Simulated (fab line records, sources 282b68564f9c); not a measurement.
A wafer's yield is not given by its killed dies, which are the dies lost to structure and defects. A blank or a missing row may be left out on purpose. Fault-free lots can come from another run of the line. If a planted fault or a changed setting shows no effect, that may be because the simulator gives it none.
Comparing a struck lot with a sound one ; flow rit_cmos ; 19 out of 202 route steps
Sound: wafers L289.3, L289.4, L289.6. The struck wafers were L296.4, L296.5, L296.6. The cause is named last.
Per side, at each step with rows, come the tool, then ch with its chambers, and then its first start. Under that, the readings that differ: sound wafers ; struck wafers ; difference of the means ; sigmas: that difference in standard deviations of wafers without a fault.
alike: words and numbers the same on both sides, and readings whose means are apart by under 2 such deviations; not compared: readings that were withheld, readings missing a value for some wafer, numbers with overlapping values and no deviation given by the record, and bounds like >300 which may hide the same value.
Wherever a step has rows on one side only, a row that says differs or no value, or a row with sigmas, the two part there. Non-overlapping numbers with no deviation appear without sigmas and do not part them. A reading missing from all wafers of one side parts the sides only when that side holds two or more wafers.

RIT_ACTIVE_BOW_MEAS_00:
  sound on film_metro-01 at day 1 15:02; struck on film_metro-02 at day 3 02:04
  alike: INCOMING_BOW
then, 1 step without rows for these wafers: RIT_ACTIVE_OXIDATION_01 (target thk 46.8 nm, ox time 3360 s).
RIT_ACTIVE_THK_MEAS_02:
  sound on film_metro-02 at day 1 17:16; struck on film_metro-02 at day 3 04:05
  alike: ACTIVE_OXIDE_THK
RIT_ACTIVE_CVD_03: deposits Si3N4 from SiH2Cl2/NH3, target thk 150 nm, time 1500 s.
  sound on lpcvd-02 ch 1, day 1 19:22; struck on lpcvd-01 ch 1, day 3 04:38
reading;sound;struck;difference;sigmas
spike_tc_centre_C (C);814.8 813.7 812.9;879.7 879.6 880.7;+66.2;+67
spike_tc_load_C (C);834.3 833.6 836.3;900.7 900.5 901.9;+66.3;+39
spike_tc_source_C (C);831.6 829.9 830.3;899.9 901.3 901.8;+70.4;+26
susceptor_temp_C (C);809.6 809.8 809.9;876.4 876.5 876.0;+66.5;+99 or more
model.Si3N4_of_ACTIVE_CVD_03.thk_nm (nm);148.3 147.1 147.3;251.1 250.6 251;+103.3;
  alike: sih2cl2_flow_sccm
RIT_ACTIVE_THK_MEAS_04:
  sound on film_metro-01 at day 1 20:49; struck on film_metro-04 at day 3 06:04
reading;sound;struck;difference;sigmas
ACTIVE_NITRIDE_THK (nm);148.3 147.0 147.3;251.1 250.8 251.2;+103.5;+74
then, 6 steps without rows for these wafers: RIT_ACTIVE_HMDS_05 (prime time 60 s); RIT_ACTIVE_COAT_06 (resist thk 1000 nm); RIT_ACTIVE_SOFTBAKE_07 (time 60 s); RIT_ACTIVE_EXPOSE_08 (exposes mask M1, target cd 1400 nm); RIT_ACTIVE_PEB_09; RIT_ACTIVE_DEVELOP_10 (develop time 49.27 s).
RIT_ACTIVE_CD_MEAS_11 targets a cd of 1400 nm.
  sound on cd_sem-02 at day 1 21:52; struck on cd_sem-02 at day 3 07:08
  alike: cd_nm
then, 1 step without rows for these wafers: RIT_ACTIVE_HARDBAKE_12 (time 60 s).
RIT_ACTIVE_ETCH_13: etches Si3N4 in SF6, stops on SiO2, time 210 s, target depth 210 nm.
  sound on rie_diel-01 ch 1,3, day 1 22:05; struck on rie_diel-03 ch 0,1,3, day 3 07:25
reading;sound;struck;difference;sigmas
oes_product_au (a.u.);0.836 0.819 0.804;1.016 0.980 1.030;+0.189;+11
model.ACTIVE.feature_depth_nm (nm);148.3 147.1 147.3;206.2 201.3 204.2;+56.3;
model.etch.depth_nm (nm);148.3 147.1 147.3;206.2 201.3 204.2;+56.3;
  alike: chamber_pressure_mTorr, drypump_motor_current_A, rf_fwd_power_W, throttle_valve_pct
  not compared: rf_hours_counter_h
RIT_ACTIVE_STRIP_14: strips in O2, time 180 s.
  sound on plasma_asher-04 ch 0,1, day 1 22:17; struck on plasma_asher-01 ch 0,1, day 3 07:32
  alike: chamber_pressure_mTorr, drypump_motor_current_A
  not compared: rf_hours_counter_h
RIT_ACTIVE_CD_MEAS_90 targets a cd of 1400 nm.
  sound on cd_sem-01 at day 1 22:26; struck on cd_sem-02 at day 3 07:43
  alike: cd_nm
then, 1 step without rows for these wafers: RIT_ACTIVE_CLEAN_15 (cleans in SC1, time 600 s).
RIT_ACTIVE_CLEAN_16: cleans in dHF, time 30 s.
  sound on wet_bench-02 ch 0, day 1 22:41; struck on wet_bench-03 ch 2, day 3 07:57
reading;sound;struck;difference;sigmas
model.Si3N4_of_ACTIVE_CVD_03.thk_nm (nm);147.4 146.3 146.5;250.3 249.8 250.2;+103.4;
then, 1 step without rows for these wafers: RIT_ACTIVE_CLEAN_17 (cleans in SC2, time 600 s).

== WHERE THEY PART ==
At RIT_ACTIVE_CVD_03 first; at RIT_ACTIVE_ETCH_13 last (within this record only). Later steps at which nothing parts them and some readings are alike: RIT_ACTIVE_STRIP_14, RIT_ACTIVE_CD_MEAS_90.

WHY: what the simulator had put in
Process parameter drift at RIT_ACTIVE_CVD_03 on lpcvd-01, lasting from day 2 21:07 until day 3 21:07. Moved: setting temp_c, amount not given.
